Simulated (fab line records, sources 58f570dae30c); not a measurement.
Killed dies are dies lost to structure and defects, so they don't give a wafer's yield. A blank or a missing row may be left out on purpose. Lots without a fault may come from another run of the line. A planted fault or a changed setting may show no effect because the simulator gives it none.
Split-lot experiment | flow berkeley_cmos170 | 5 lots, 23 wafers read, on a route of 331 steps

THE SPLIT
At UCB170_M1_COAT_04 (resist thk 900 nm), the setting spin_rpm was moved away from the recipe's 1500 rpm on 8 of the 23 wafers read, by -7.2% to +6.6%. The other wafers ran this setting at the recipe's value.

The reading is taken at the split's own step.

THE READING
KrF_of_M1_COAT_04.thk_nm (the simulator's own value, which no gauge read), in nm, at UCB170_M1_COAT_04 (resist thk 900 nm). The file gives no usual value for it. The 15 wafers here that ran the recipe average 901.7 nm, standard deviation 2.8 nm.

wafer  | tool, chamber at the split | spin_rpm as run, rpm | against the recipe | KrF_of_M1_COAT_04.thk_nm, nm | against lot-mates on the recipe
L077.1 | litho_track-02, 0          | 1500                 | recipe             | 897.4                        | -
L077.2 | litho_track-02, 0          | 1599                 | +6.6%              | 869                          | -28.5
L077.3 | litho_track-02, 0          | 1599                 | +6.6%              | 866.9                        | -30.6
L077.4 | litho_track-02, 0          | 1599                 | +6.6%              | 866.2                        | -31.3
L077.6 | litho_track-02, 0          | 1500                 | recipe             | 897.7                        | -
L075.1 | litho_track-02, 0          | 1500                 | recipe             | 905.1                        | -
L075.2 | litho_track-02, 0          | 1500                 | recipe             | 904.6                        | -
L075.3 | litho_track-02, 0          | 1500                 | recipe             | 904.1                        | -
L075.5 | litho_track-02, 0          | 1500                 | recipe             | 906.5                        | -
L075.6 | litho_track-02, 0          | 1500                 | recipe             | 902.5                        | -
L079.1 | litho_track-01, 0          | 1500                 | recipe             | 902.6                        | -
L079.2 | litho_track-01, 0          | 1500                 | recipe             | 900.4                        | -
L079.5 | litho_track-01, 0          | 1500                 | recipe             | 900.9                        | -
L085.1 | litho_track-02, 0          | 1500                 | recipe             | 900.9                        | -
L085.2 | litho_track-02, 0          | 1500                 | recipe             | 898.4                        | -
L085.3 | litho_track-02, 0          | 1500                 | recipe             | 897.9                        | -
L085.4 | litho_track-02, 0          | 1392                 | -7.2%              | 933.7                        | +34.6
L085.6 | litho_track-02, 0          | 1392                 | -7.2%              | 935.9                        | +36.8
L084.1 | litho_track-02, 0          | 1500                 | recipe             | 902.8                        | -
L084.2 | litho_track-02, 0          | 1406                 | -6.3%              | 933.4                        | +30.1
L084.3 | litho_track-02, 0          | 1406                 | -6.3%              | 927.8                        | +24.5
L084.5 | litho_track-02, 0          | 1406                 | -6.3%              | 928.2                        | +24.9
L084.6 | litho_track-02, 0          | 1500                 | recipe             | 903.9                        | -

THE FIT
A straight line over all 23 wafers: KrF_of_M1_COAT_04.thk_nm changes by -4.81 nm for each +1% of spin_rpm; r = -0.99; the points scatter about the line by 2.8 nm.
The same after taking each lot's own level away (the mean of its wafers on the recipe; 23 wafers): -4.57 nm for each +1%; r = -0.99; scatter 1.9 nm.
On that fit, the largest move of spin_rpm shifts the reading by 33 nm.
The lots' own levels span 897.55 to 904.56 nm, that is 2.5 times the standard deviation above.
So the lot-to-lot level changes the slope little: the two slopes agree.
Check: with one of the wafers moved furthest among these (-7.2%) left out of the fit, the line predicts +32.5 nm for it against its lot-mates. It came out at +34.6 nm against them.

OTHER SPLITS ON THESE WAFERS
These wafers also went through other splits before the reading. Each is held against what the fit with the lots' levels taken away leaves over:
other split on the same wafers    | wafers away from the commonest value | r with KrF_of_M1_COAT_04.thk_nm (lot level and that fit taken away)
UCB170_PSD_EXPOSE_03 dose_mj      | 7                                    | +0.06
UCB170_NSD_EXPOSE_03 dose_mj      | 9                                    | -0.55
UCB170_SILICIDE_SPUTTER_01 time_s | 5                                    | +0.13

THE FILE'S OWN FIT
KrF_of_M1_COAT_04.thk_nm changes by -4.62 nm for each +1% of spin_rpm, r = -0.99.
